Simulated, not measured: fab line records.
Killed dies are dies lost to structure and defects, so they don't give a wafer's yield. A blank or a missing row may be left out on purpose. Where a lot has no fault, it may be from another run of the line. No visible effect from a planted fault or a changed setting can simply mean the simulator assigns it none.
A struck lot beside a sound one | flow ritCmos | 29 out of 202 route steps
Sound: wafers L718.1, L718.4, L718.6. Struck: wafer L731.3. (L731.2, L731.4 of the same lot were not struck and are left out.) The cause comes at the end.
Per side, at each step with rows, come the tool, then ch with its chambers, and then its first start. Under that, the readings that differ: sound wafers | struck wafers | difference of the means | sigmas: that difference in standard deviations of wafers without a fault.
alike: words and numbers the same on both sides, and readings whose means are apart by under 2 such deviations; not compared: readings that were withheld, readings missing a value for some wafer, numbers with overlapping values and no deviation given by the record, and bounds like >300 which may hide the same value.
The two part at a step that has a row with sigmas, a row that says differs or no value, or rows on one side only. Numbers that have no deviation but don't overlap get no sigmas and don't part them. A reading missing from all wafers of one side parts the sides only when that side holds two or more wafers.

RIT_SDANNEAL_RTA_03: time 5 s.
  sound on rtpAnneal-02 ch 0, day 3 17:53; struck on rtpAnneal-01 ch 0, day 6 10:03
  alike: wafer_temp_C_max
RIT_SDANNEAL_RS_MEAS_04: uses a four-point probe to measure.
  sound on filmMetro-02 at day 3 17:56; struck on filmMetro-02 at day 6 10:07
  alike: PSD_RS
RIT_SDANNEAL_RS_MEAS_05: uses a four-point probe to measure.
  sound on filmMetro-02 at day 3 18:04; struck on filmMetro-02 at day 6 10:14
  alike: NSD_RS
RIT_SDANNEAL_RS_MEAS_06: uses a four-point probe to measure.
  sound on filmMetro-02 at day 3 18:11; struck on filmMetro-02 at day 6 10:22
  alike: PLDD_RS
RIT_SDANNEAL_RS_MEAS_07: uses a four-point probe to measure.
  sound on filmMetro-02 at day 3 18:18; struck on filmMetro-02 at day 6 10:29
  alike: NLDD_RS
then, 1 step without rows for these wafers: RIT_SILICIDE_WET_ETCH_00 (etches SiO2 in BOE, target depth 14 nm, time 15 s).
RIT_SILICIDE_SPUTTER_01: material Ti, target thk 30 nm, time 240 s.
  sound on pvdSputter-03 at day 3 18:26; struck on pvdSputter-03 at day 6 10:35
  alike: throttleValvePct
RIT_SILICIDE_RS_MEAS_02: uses a four-point probe to measure.
  sound on filmMetro-02 at day 3 18:35; struck on filmMetro-01 at day 6 10:46
  alike: SILICIDE_TI_RS
RIT_SILICIDE_THK_MEAS_03: measures by xrf.
  sound on filmMetro-02 at day 3 18:42; struck on filmMetro-01 at day 6 10:52
  alike: SILICIDE_TI_THK
RIT_SILICIDE_RTA_04: time 10 s, ramp up 5 s, ramp down 5 s.
  sound on rtpAnneal-01 ch 0, day 3 18:46; struck on rtpAnneal-02 ch 0, day 6 10:56
  alike: wafer_temp_C_max
then, 1 step without rows for these wafers: RIT_SILICIDE_WET_ETCH_05 (etches Ti in SPM, time 120 s).
RIT_SILICIDE_RTA_06: time 10 s, ramp up 5 s, ramp down 10 s.
  sound on rtpAnneal-02 ch 0, day 3 18:52; struck on rtpAnneal-01 ch 0, day 6 11:02
  alike: wafer_temp_C_max
RIT_CONTACT_CVD_00: deposits SiO2 from TEOS, target thk 400 nm, time 61 s.
  sound on pecvd-03 ch 0,1,2, day 3 18:56; struck on pecvd-04 ch 1, day 6 11:05
reading                                 | sound           | struck | difference | sigmas
model.SiO2_of_CONTACT_CVD_00.thkNm (nm) | 394 399.3 400.1 | 552.8  | +155.0     | 
  alike: heaterPowerW, susceptorTempC
RIT_CONTACT_THK_MEAS_01:
  sound on filmMetro-03 at day 3 18:59; struck on filmMetro-03 at day 6 11:09
reading               | sound       | struck | difference | sigmas
CONTACT_TEOS_THK (nm) | 394 399 400 | 553    | +155       | +31
then, 6 steps without rows for these wafers: RIT_CONTACT_HMDS_02 (prime time 60 s); RIT_CONTACT_COAT_03 (resist thk 1000 nm); RIT_CONTACT_SOFTBAKE_04 (time 60 s); RIT_CONTACT_EXPOSE_05 (exposes mask M11, target cd 1000 nm); RIT_CONTACT_PEB_06; RIT_CONTACT_DEVELOP_07 (develop time 120 s).
RIT_CONTACT_CD_MEAS_08: the cd target is 1000 nm.
  sound on cdSem-02 at day 3 20:08; struck on cdSem-02 at day 6 12:19
  alike: cdNm
RIT_CONTACT_OVL_MEAS_09:
  sound on overlay-01 at day 3 20:16; struck on overlay-02 at day 6 12:25
  alike: CONTACT_OVL
then, 1 step without rows for these wafers: RIT_CONTACT_HARDBAKE_10 (time 60 s).
RIT_CONTACT_ETCH_11: etches SiO2 in CHF3/CF4/Ar, stops on TiSi2, target depth 480 nm, time 320 s.
  sound on rieDiel-04 ch 1,2, day 3 20:27; struck on rieDiel-02 ch 1, day 6 12:36
reading                           | sound           | struck | difference | sigmas
drypumpMotorCurrentA (A)          | 6.2 5.9 5.9     | 5.0    | -1.0       | -2
model.etch.depthNm (nm)           | 394 399.3 400.1 | 480.4  | +82.6      | 
model.CONTACT.featureDepthNm (nm) | 394 399.3 400.1 | 480.4  | +82.6      | 
  alike: mfcArSccm, oesProductAu, throttleValvePct
  not compared: rfHoursCounterH
RIT_CONTACT_STRIP_12: strips in O2, time 180 s.
  sound on plasmaAsher-03 ch 0,1, day 3 20:39; struck on plasmaAsher-01 ch 1, day 6 12:48
  alike: drypumpMotorCurrentA
  not compared: rfHoursCounterH
RIT_CONTACT_CD_MEAS_90: the cd target is 1000 nm.
  sound on cdSem-01 at day 3 20:49; struck on cdSem-01 at day 6 12:59
  alike: cdNm
RIT_CONTACT_CLEAN_13: cleans in SC1, time 600 s.
  sound on wetBench-03 ch 1, day 3 20:56; struck on wetBench-01 ch 3, day 6 13:05
reading                                 | sound             | struck | difference | sigmas
model.SiO2_of_CONTACT_CVD_00.thkNm (nm) | 389.9 395.2 395.9 | 548.6  | +154.9     | 
  alike: tempC
then, 1 step without rows for these wafers: RIT_CONTACT_CLEAN_14 (cleans in SC2, time 600 s).
RIT_M1_PROBE_99:
  record: rows for the struck wafers here (prober-01, day 6 17:34), none for the sound ones

WHERE THEY PART
First at RIT_CONTACT_THK_MEAS_01; last, within this record, at RIT_M1_PROBE_99.

WHY: what had been put in by the simulator
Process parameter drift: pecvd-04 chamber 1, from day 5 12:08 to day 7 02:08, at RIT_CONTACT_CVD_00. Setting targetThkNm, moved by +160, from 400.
